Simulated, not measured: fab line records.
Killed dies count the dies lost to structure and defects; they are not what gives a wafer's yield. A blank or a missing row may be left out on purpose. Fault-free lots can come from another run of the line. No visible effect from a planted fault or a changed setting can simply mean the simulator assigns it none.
A struck lot beside a sound one ; flow rit_cmos ; 16 out of 202 route steps
Sound: wafers L867.2, L867.3, L867.4. Struck: wafers L877.1, L877.4, L877.6. Last of all comes the cause.
At each step with rows: each side's tool, then ch and its chambers, then its first start. Under that, the readings that differ: sound wafers ; struck wafers ; difference of the means ; sigmas: that difference in standard deviations of wafers without a fault.
alike: readings whose means differ by less than 2 such deviations, and words and numbers that are the same on both sides. not compared: withheld readings, readings that some wafer has no value for, bounds like >300 that may hide the same value, and numbers for which the record gives no deviation and whose values overlap.
Wherever a step has rows on one side only, a row that says differs or no value, or a row with sigmas, the two part there. When numbers do not overlap yet have no deviation, they are printed without sigmas and do not part them. A reading missing from all wafers of one side parts the sides only when that side holds two or more wafers.

first, 4 steps without rows for these wafers: RIT_ACTIVE_SOFTBAKE_07 (time 60 s); RIT_ACTIVE_EXPOSE_08 (exposes mask M1, target cd 1400 nm); RIT_ACTIVE_PEB_09; RIT_ACTIVE_DEVELOP_10 (develop time 50 s).
RIT_ACTIVE_CD_MEAS_11: the cd target is 1400 nm.
  sound on cd_sem-01, day 2 01:02; struck on cd_sem-02, day 4 04:52
reading;sound;struck;difference;sigmas
cd_nm (nm);1405.4 1402.7 1405.0;1399.7 1400.0 1400.5;-4.3;-2
then, 1 step without rows for these wafers: RIT_ACTIVE_HARDBAKE_12 (time 60 s).
RIT_ACTIVE_ETCH_13: etches Si3N4 in SF6, stops on SiO2, time 210 s, target depth 210 nm.
  sound on rie_diel-03 ch 0,2,3, day 2 01:17; struck on rie_diel-04 ch 0,1, day 4 05:08
  alike: SF6_flow_sccm, drypump_motor_current_A, oes_product_au, throttle_valve_pct
  not compared: rf_hours_counter_h
RIT_ACTIVE_STRIP_14: strips in O2, time 180 s.
  sound on plasma_asher-02 ch 0,1, day 2 01:25; struck on plasma_asher-02 ch 0,1, day 4 05:16
  alike: drypump_motor_current_A
  not compared: rf_hours_counter_h
RIT_ACTIVE_CD_MEAS_90: the cd target is 1400 nm.
  sound on cd_sem-01, day 2 01:37; struck on cd_sem-02, day 4 05:26
  alike: cd_nm
then, 3 steps without rows for these wafers: RIT_ACTIVE_CLEAN_15 (cleans in SC1, time 600 s); RIT_ACTIVE_CLEAN_16 (cleans in dHF, time 30 s); RIT_ACTIVE_CLEAN_17 (cleans in SC2, time 600 s).
RIT_FOX1_OXIDATION_00: target thk 350.7 nm, ox time 1130 s.
  sound on furnace-04 ch 0, day 2 02:07; struck on furnace-03 ch 0, day 4 07:00
reading;sound;struck;difference;sigmas
spike_tc_centre_C (C);1103.2 1102.1 1103.8;1140.6 1139.6 1139.9;+37.0;+18
spike_tc_load_C (C);1128.3 1127.7 1126.9;1165.9 1168.7 1167.3;+39.7;+19
spike_tc_source_C (C);1130.6 1129.9 1129.2;1161.2 1161.0 1161.3;+31.3;+15
tube_center_temp_C (C);1100 1100 1100.1;1135 1135 1134.8;+35;+99 or more
tube_center_temp_C_max;1102.8 1102.6 1103.2;1137.8 1137.6 1137.9;+34.9;+81
model.SiO2_of_FOX1_OXIDATION_00.thk_nm (nm);350.4 349.5 351.4;393.1 392.4 401.5;+45.2;
  alike: zone_power_source_pct
RIT_FOX1_THK_MEAS_01:
  sound on film_metro-03, day 2 03:27; struck on film_metro-03, day 4 08:19
reading;sound;struck;difference;sigmas
FOX1_OXIDE_THK (nm);351 350 352;393 392 402;+45;+7
then, 1 step without rows for these wafers: RIT_FOX1_WET_ETCH_02 (etches SiO2 in BOE, target depth 350 nm, time 390 s).
RIT_M1_PROBE_99:
  rows exist in the record for the struck wafers here (prober-02, day 6 02:20), but not for the sound ones

== WHERE THEY PART ==
Earliest at RIT_ACTIVE_CD_MEAS_11; latest, in this record, at RIT_M1_PROBE_99.

WHY: what had been put in by the simulator
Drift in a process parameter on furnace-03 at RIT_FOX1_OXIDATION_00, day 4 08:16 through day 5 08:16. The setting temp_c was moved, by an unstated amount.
